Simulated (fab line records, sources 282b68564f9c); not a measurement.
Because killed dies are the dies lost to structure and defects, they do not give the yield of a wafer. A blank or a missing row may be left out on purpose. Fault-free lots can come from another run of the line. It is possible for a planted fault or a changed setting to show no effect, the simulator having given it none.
Shared-tool check	flow rit-cmos	42 wafers sampled across 14 lots

WHY THIS WAS OPENED
Of 14 lots, 2 have the reading PWELL_TW flagged at RIT_PWELL_TW_MEAS_10. Wafers without a fault read 956, standard deviation 6.9.
Rule: a lot gets a flag if all its wafers with a number sit over 4 standard deviations from that mean, or if no wafer of it has a number. All remaining lots are regarded as sound.

lot	measured	on	PWELL_TW, wafer by wafer	flag
L930	day 2 00:17	film-metro-01	958 958 958	
L931	day 2 04:41	film-metro-04	948 944 947	
L932	day 2 08:46	film-metro-04	949 951 943	
L933	day 2 13:33	film-metro-04	944 944 944	
L934	day 2 19:49	film-metro-02	963 975 964	
L935	day 3 00:29	film-metro-04	956 951 950	
L937	day 3 11:27	film-metro-01	958 963 960	
L938	day 3 15:07	film-metro-02	962 964 964	
L939	day 3 19:21	film-metro-04	953 952 951	
L942	day 4 11:53	film-metro-04	951 949 949	
L943	day 4 16:55	film-metro-02	853 854 853	FLAGGED
L944	day 4 20:38	film-metro-04	949 947 952	
L946	day 5 06:55	film-metro-01	957 956 962	
L947	day 5 12:58	film-metro-02	863 858 865	FLAGGED
On average the flagged lots' numbers are 858, which is -98 against the usual, or -14 standard deviations.

WHICH TOOL RAN EACH LOT
The record holds 1 process step before the reading, out of a route of 202 steps. In each cell: the tool, then ch and the chambers that the sampled wafers went through, then the start.
lot	flag	RIT_PWELL_IMPLANT_08
L930		implanter-01 ch 0, day 1 23:58
L931		implanter-01 ch 0, day 2 04:21
L932		implanter-04 ch 0, day 2 08:28
L933		implanter-04 ch 0, day 2 13:13
L934		implanter-01 ch 0, day 2 19:29
L935		implanter-02 ch 0, day 3 00:09
L937		implanter-01 ch 0, day 3 11:08
L938		implanter-04 ch 0, day 3 14:47
L939		implanter-02 ch 0, day 3 19:02
L942		implanter-04 ch 0, day 4 11:35
L943	FLAGGED	implanter-04 ch 0, day 4 16:37
L944		implanter-01 ch 0, day 4 20:20
L946		implanter-01 ch 0, day 5 06:36
L947	FLAGGED	implanter-04 ch 0, day 5 12:34
What the steps here do:
- RIT_PWELL_IMPLANT_08
- RIT_PWELL_TW_MEAS_10

FLAGGED OVER TOTAL, TOOL BY TOOL (the gauges that took the reading come last)
step	tool	lots run	flagged	share of the flagged lots	sound lots run after its first flagged lot
RIT_PWELL_IMPLANT_08	implanter-01	6	0	none	-
RIT_PWELL_IMPLANT_08	implanter-02	2	0	none	-
RIT_PWELL_IMPLANT_08	implanter-04	6	2	all	0
RIT_PWELL_TW_MEAS_10	film-metro-01	3	0	none	-
RIT_PWELL_TW_MEAS_10	film-metro-02	4	2	all	0
RIT_PWELL_TW_MEAS_10	film-metro-04	7	0	none	-

WHAT THE TABLE ALLOWS
Every flagged lot went through 2 rows of the table: implanter-04 at RIT_PWELL_IMPLANT_08 and film-metro-02 at RIT_PWELL_TW_MEAS_10.
- implanter-04 at RIT_PWELL_IMPLANT_08 ran 6 lots, 2 of them flagged. A fault beginning between L942 (day 4 11:35), its last sound lot, and L943 (day 4 16:37), its first flagged one, fits the data. Its own readings lie more than 4 standard deviations out on every wafer of the flagged lots: dose-ions-cm2, faraday-current-uA.
- film-metro-02 at RIT_PWELL_TW_MEAS_10 ran 4 lots, 2 of them flagged. A fault beginning between L938 (day 3 15:07), its last sound lot, and L943 (day 4 16:55), its first flagged one, fits the data.
These 2 tools cannot be told apart by counting lots, since each of them fits a fault that started at some hour. More lots, or a look at what each step does to the wafer, might.

WHAT THE SIMULATOR HAD PUT IN
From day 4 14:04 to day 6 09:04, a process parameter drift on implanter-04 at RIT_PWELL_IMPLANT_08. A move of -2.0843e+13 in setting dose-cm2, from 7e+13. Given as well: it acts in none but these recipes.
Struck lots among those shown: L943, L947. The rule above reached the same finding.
